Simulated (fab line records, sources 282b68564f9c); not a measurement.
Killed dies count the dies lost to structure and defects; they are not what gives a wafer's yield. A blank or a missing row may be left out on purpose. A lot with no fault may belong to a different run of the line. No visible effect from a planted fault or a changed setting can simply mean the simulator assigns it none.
2 desks, one fault	flow ritCmos	every desk sees just its own numbers, and what lay behind them comes last

## FROM THE METROLOGY DESK
Lot by lot, what the gauges showed, no matter which tool ran the lot: averages of those sampled wafers that carry a number. Any lot whose mean is over 4 standard deviations away from the usual mean is out of limits and marked OUT; that distance is given in the brackets.
Columns: A = SILICIDE_TI_RS at RIT_SILICIDE_RS_MEAS_02, usual 47.6 ohm/sq; B = SILICIDE_TI_THK at RIT_SILICIDE_THK_MEAS_03, usual 30.9 nm
lot	first seen here	A	B
L423	day 3 01:20	46.6	31.5
L424	day 3 06:49	47.8	30.7
L425	day 3 13:34	48.1	30.7
L426	day 3 18:47	47.7	30.9
L427	day 4 01:49	46.9	31.3
L428	day 4 04:11	46.7	31.4
L429	day 4 07:08	47.5	30.8
L431	day 4 18:51	48.2	30.4
L432	day 5 00:57	49.3	30.1
L433	day 5 04:23	47.9	30.7
L434	day 5 10:56	47.5	30.8
L435	day 5 17:12	47.7	30.9
L442	day 7 07:58	46.6	31.6
This desk found nothing out of limits on any of the 13 lots.

## TOOL OWNER'S DESK, pvdSputter-01
The tool's own readings at RIT_SILICIDE_SPUTTER_01 (material Ti, target thk 30 nm, time 240 s): means of the sampled wafers that have a number, for each lot that ran on this tool. Any lot whose mean is over 4 standard deviations away from the usual mean is out of limits and marked OUT; that distance is given in the brackets.
Columns: A = throttleValvePct at RIT_SILICIDE_SPUTTER_01, usual 30.2 %
lot	first seen here	A
L428	day 4 04:00	31.1
L435	day 5 17:01	29.5
L442	day 7 07:49	30.0
This desk found nothing out of limits on any of the 3 lots.

## TAKEN TOGETHER
The metrology desk saw nothing out of limits.
The desk of the tool owner found nothing out of limits.

## WHAT HAD BEEN PUT IN BY THE SIMULATOR
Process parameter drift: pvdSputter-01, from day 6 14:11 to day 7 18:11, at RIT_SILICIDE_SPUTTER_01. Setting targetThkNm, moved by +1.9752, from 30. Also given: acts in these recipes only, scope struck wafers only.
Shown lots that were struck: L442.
